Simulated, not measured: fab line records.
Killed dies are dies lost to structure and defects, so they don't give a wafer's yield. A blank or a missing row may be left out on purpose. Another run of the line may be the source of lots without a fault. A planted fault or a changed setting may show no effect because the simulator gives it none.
Which of the tools did it? -- flow berkeley_cmos170 -- Sampling: 14 lots, 42 wafers, 5 of 331 route steps

== WHAT EACH GAUGE READ, for each wafer ==
UCB170_PSD_OVL_MEAS_07.
lot,measured,on,PSD_OVL (nm)
L350,day 6 22:08,overlay-01,2 -2 8
L351,day 7 00:07,overlay-02,-1 3 2
L354,day 7 06:04,overlay-02,1 0 4
L353,day 7 06:23,overlay-01,-4 -7 1
L352,day 7 06:31,overlay-01,0 0 7
L355,day 7 18:16,overlay-01,4 -3 7
L356,day 8 00:48,overlay-01,4 3 -6
L357,day 8 01:04,overlay-01,6 5 2
L360,day 8 16:25,overlay-02,6 1 9
L361,day 8 16:40,overlay-02,3 -3 4
L364,day 9 17:25,overlay-02,0 -4 -12
L366,day 9 22:12,overlay-01,4 -2 1
L365,day 9 22:28,overlay-01,4 2 9
L372,day 11 09:25,overlay-02,1 -1 3

UCB170_M1_RS_MEAS_01: measures by four-point-probe.
lot,measured,on,M1_AL_RS (ohm/sq)
L350,day 7 08:34,film_metro-02,0.0496 0.0485 0.0485
L351,day 7 11:09,film_metro-01,0.0498 0.0477 0.0496
L354,day 7 19:38,film_metro-02,0.0484 0.0502 0.0491
L353,day 7 19:40,film_metro-01,0.0496 0.0484 0.0500
L352,day 7 15:46,film_metro-04,0.0492 0.0475 0.0485
L355,day 8 04:49,film_metro-04,0.0489 0.0500 0.0493
L356,day 8 15:14,film_metro-01,0.0508 0.0473 0.0481
L357,day 8 15:26,film_metro-02,0.0495 0.0481 0.0498
L360,day 9 05:59,film_metro-04,0.0481 0.0511 0.0486
L361,day 9 06:01,film_metro-02,0.0476 0.0493 0.0482
L364,day 10 02:48,film_metro-01,0.0489 0.0494 0.0478
L366,day 10 11:35,film_metro-01,0.0485 0.0479 0.0480
L365,day 10 09:20,film_metro-02,0.0492 0.0484 0.0494
L372,day 11 19:59,film_metro-01,0.0481 0.0481 0.0485

UCB170_V1_THK_MEAS_04.
lot,measured,on,V1_POLISHED_THK (nm)
L350,day 7 15:07,film_metro-03,998.6 997.5 997.9
L351,day 7 15:25,film_metro-01,998.3 1000.3 1000.5
L354,day 8 02:00,film_metro-01,1000.7 999.7 999.5
L353,day 8 02:19,film_metro-04,998.9 998.8 1000.2
L352,day 7 20:29,film_metro-03,999.7 997.8 1000.3
L355,day 8 10:55,film_metro-01,1001.5 1000.6 1002.2
L356,day 8 20:54,film_metro-01,1002.7 1000.6 1002.0
L357,day 8 20:56,film_metro-03,998.0 999.6 998.2
L360,day 9 12:13,film_metro-03,1000.4 1001.3 1000.4
L361,day 9 12:14,film_metro-01,1001.2 1002.0 1002.4
L364,day 10 06:37,film_metro-01,999.1 998.0 999.8
L366,day 10 17:53,film_metro-01,1000.8 1000.1 999.3
L365,day 10 16:58,film_metro-03,998.8 998.7 999.3
L372,day 12 01:49,film_metro-04,1000.8 1002.1 1001.1

== WHICH TOOL RAN EACH LOT (tool, then ch and the chambers of the sampled wafers, then the start) ==
lot,UCB170_CONTACT_ETCH_18,UCB170_M1_SPUTTER_00
L350,"rie_diel-02 ch 1,2,3, day 7 08:30 or earlier","pvd_sputter-03, day 7 08:30"
L351,"rie_diel-01 ch 0,1,3, day 7 11:05 or earlier","pvd_sputter-04, day 7 11:05"
L354,"rie_diel-03 ch 0,1,3, day 7 19:35 or earlier","pvd_sputter-03, day 7 19:35"
L353,"rie_diel-02 ch 2,3, day 7 19:35 or earlier","pvd_sputter-01, day 7 19:35"
L352,"rie_diel-01 ch 0,1, day 7 15:41 or earlier","pvd_sputter-01, day 7 15:41"
L355,"rie_diel-03 ch 0,1,3, day 8 04:46 or earlier","pvd_sputter-01, day 8 04:46"
L356,"rie_diel-02 ch 1,3, day 8 15:11 or earlier","pvd_sputter-01, day 8 15:11"
L357,"rie_diel-01 ch 0,2, day 8 15:22 or earlier","pvd_sputter-03, day 8 15:22"
L360,"rie_diel-02 ch 1,3, day 9 05:55 or earlier","pvd_sputter-01, day 9 05:55"
L361,"rie_diel-03 ch 1,3, day 9 05:55 or earlier","pvd_sputter-03, day 9 05:55"
L364,"rie_diel-01 ch 0,1,3, day 10 02:43 or earlier","pvd_sputter-03, day 10 02:43"
L366,"rie_diel-03 ch 0,1,2, day 10 11:29 or earlier","pvd_sputter-03, day 10 11:29"
L365,"rie_diel-03 ch 1,2, day 10 09:17 or earlier","pvd_sputter-03, day 10 09:17"
L372,"rie_diel-03 ch 1,2,3, day 11 19:55 or earlier","pvd_sputter-03, day 11 19:55"
- UCB170_CONTACT_ETCH_18: etches PSG in CHF3/CF4/Ar, stops on TiSi2, target depth 840 nm, time 195 s.
- UCB170_M1_SPUTTER_00: material Al, target thk 600 nm, time 80 s.

== AS READ BY THE TOOLS THEMSELVES (means over the sampled wafers that have a number; for cases with no such wafer, the mark the record gives instead) ==
UCB170_CONTACT_ETCH_18.
lot,tool,drypump_motor_current_A (A),oes_product_au (a.u.),rf_fwd_power_W (W),throttle_valve_pct (%)
L350,rie_diel-02,5.74,0.888,697.3,7.01
L351,rie_diel-01,5.78,0.888,695.4,6.99
L354,rie_diel-03,5.83,0.892,696.3,6.98
L353,rie_diel-02,5.66,0.890,697.6,7.02
L352,rie_diel-01,5.68,0.895,694.9,6.97
L355,rie_diel-03,5.80,0.890,697.9,6.99
L356,rie_diel-02,5.88,0.880,700.2,6.98
L357,rie_diel-01,5.57,0.901,695.9,6.88
L360,rie_diel-02,5.92,0.878,698.8,7.00
L361,rie_diel-03,5.98,0.887,696.1,7.04
L364,rie_diel-01,5.78,0.895,696.7,7.00
L366,rie_diel-03,5.92,0.897,697.4,6.92
L365,rie_diel-03,6.11,0.900,695.5,6.97
L372,rie_diel-03,5.89,0.900,696.9,6.98

UCB170_M1_SPUTTER_00.
lot,tool,chamber_pressure_pa (Pa),throttle_valve_pct (%)
L350,pvd_sputter-03,0.4995,30.5
L351,pvd_sputter-04,0.5008,29.6
L354,pvd_sputter-03,0.5006,30.0
L353,pvd_sputter-01,0.4997,30.5
L352,pvd_sputter-01,0.4996,30.0
L355,pvd_sputter-01,0.5004,30.4
L356,pvd_sputter-01,0.5194,30.1
L357,pvd_sputter-03,0.4986,30.2
L360,pvd_sputter-01,0.5197,29.5
L361,pvd_sputter-03,0.5004,30.5
L364,pvd_sputter-03,0.5001,30.4
L366,pvd_sputter-03,0.5002,30.2
L365,pvd_sputter-03,0.4999,30.4
L372,pvd_sputter-03,0.5003,30.0

== THE ANSWER, worked out from the rows above alone ==
Rule: the usual values come from the lots themselves. Put in order of their means at a reading, lots are off if they are a third of the lots or fewer, leave a main group of 4 or more, and stand apart from it by a gap of 3 or more times the standard deviation of the main group's means; of several such gaps the widest counts. A main group whose means are all the same, to the digits that the tables above print for the reading, isn't used. A lot without any number at a reading at which 4 lots or more have one is off too. All remaining lots with rows at the step are treated as sound. First the gauges in route order, then the tools' own readings, where a lot's mean is used as printed above. The first step at which some lot is off is used, and at that step the reading that is off furthest; a lot without a number counts as furthest.
Off at UCB170_M1_SPUTTER_00 (chamber_pressure_pa): L356, L360. Mean 0.5000 Pa and standard deviation 0.00057 in the main group.
If a tool, at that step or one of the process steps before it, ran each lot that is off and ran no sound lot following the first of them, it fits. UCB170_CONTACT_ETCH_18: start missing for some lots; hours and lot order therefore follow UCB170_M1_SPUTTER_00. 2 tools fit, rie_diel-02 at UCB170_CONTACT_ETCH_18 and pvd_sputter-01 at UCB170_M1_SPUTTER_00, so this cannot tell which one it is.

== WHAT THE SIMULATOR HAD INSERTED ==
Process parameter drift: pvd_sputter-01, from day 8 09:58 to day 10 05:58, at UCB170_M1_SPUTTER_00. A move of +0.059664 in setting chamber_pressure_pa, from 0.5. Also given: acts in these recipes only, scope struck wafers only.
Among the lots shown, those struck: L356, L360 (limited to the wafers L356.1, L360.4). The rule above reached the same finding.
